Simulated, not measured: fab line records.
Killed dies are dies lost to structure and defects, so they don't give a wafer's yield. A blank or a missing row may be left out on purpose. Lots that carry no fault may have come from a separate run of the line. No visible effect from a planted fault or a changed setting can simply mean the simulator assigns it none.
A struck lot beside a sound one -- flow rit_cmos -- 19 steps out of a route of 202
Sound: these wafers, L369.3, L369.4, L369.5. Wafers struck: L370.1, L370.4, L370.6. The cause is named last.
At each step with rows: each side's tool, then ch and its chambers, then its first start. Under that, the readings that differ: sound wafers -- struck wafers -- difference of the means -- sigmas: that difference in standard deviations of wafers without a fault.
alike: same words and numbers on both sides, and readings whose means sit less than 2 such deviations apart. not compared: any withheld reading, any reading some wafer has no value for, any bound like >300 that may hide the same value, and any number with overlapping values for which the record gives no deviation.
A row with sigmas, a row that says differs or no value, or rows on one side alone: a step with any of these is where the two part. Numbers that don't overlap but have no deviation are shown without sigmas and don't part them. A reading missing from all wafers of one side parts the sides only when that side holds two or more wafers.

first, 3 steps without rows for these wafers: RIT_GATE_CLEAN_02 (cleans in dHF, time 30 s); RIT_GATE_CLEAN_03 (cleans in SC2, time 600 s); RIT_GATE_CLEAN_04 (cleans in dHF, time 60 s).
RIT_FOX2_THK_MEAS_91:
  sound on film_metro-03, day 3 19:40; struck on film_metro-03, day 3 23:34
  alike: FIELD_OXIDE_LEFT_2_THK
then, 2 steps without rows for these wafers: RIT_GATE_OXIDATION_05 (target thk 3 nm, ox time 270 s); RIT_GATE_ANNEAL_06 (time 600 s).
RIT_GATE_THK_MEAS_07:
  sound on film_metro-02, day 3 21:03; struck on film_metro-02, day 4 05:23
  alike: GATE_OXIDE_THK
then, 1 step without rows for these wafers: RIT_GATE_CVD_08 (deposits poly-Si from SiH4, target thk 250 nm, time 2220 s).
RIT_GATE_THK_MEAS_09:
  sound on film_metro-03, day 3 22:44; struck on film_metro-03, day 4 07:04
  alike: GATE_POLY_THK
then, 3 steps without rows for these wafers: RIT_GATE_HMDS_10 (prime time 60 s); RIT_GATE_COAT_11 (resist thk 850 nm); RIT_GATE_SOFTBAKE_12 (time 60 s).
RIT_GATE_EXPOSE_13: exposes mask M6, target cd 150 nm.
  sound on iline_stepper-02 ch 0, day 3 23:23; struck on iline_stepper-01 ch 0, day 4 07:58
  alike: mask
then, 2 steps without rows for these wafers: RIT_GATE_PEB_14; RIT_GATE_DEVELOP_15 (develop time 50 s).
RIT_GATE_CD_MEAS_16: target cd 150 nm.
  sound on cd_sem-02, day 3 23:47; struck on cd_sem-01, day 4 08:34
reading,sound,struck,difference,sigmas
cd_nm (nm),148.9 150.1 148.6,- - -,no value on the struck wafers,
RIT_GATE_OVL_MEAS_17:
  sound on overlay-02, day 3 23:53; struck on overlay-01, day 4 08:41
reading,sound,struck,difference,sigmas
GATE_OVL (nm),-1.4 1.4 1.1,- - -,no value on the struck wafers,
then, 1 step without rows for these wafers: RIT_GATE_HARDBAKE_18 (time 60 s).
RIT_M1_PROBE_99:
  rows exist in the record for the struck wafers here (prober-02, day 5 06:31), but not for the sound ones

WHERE THEY PART
At RIT_GATE_CD_MEAS_16 first; at RIT_M1_PROBE_99 last (within this record only).

WHY: the cause the simulator had injected
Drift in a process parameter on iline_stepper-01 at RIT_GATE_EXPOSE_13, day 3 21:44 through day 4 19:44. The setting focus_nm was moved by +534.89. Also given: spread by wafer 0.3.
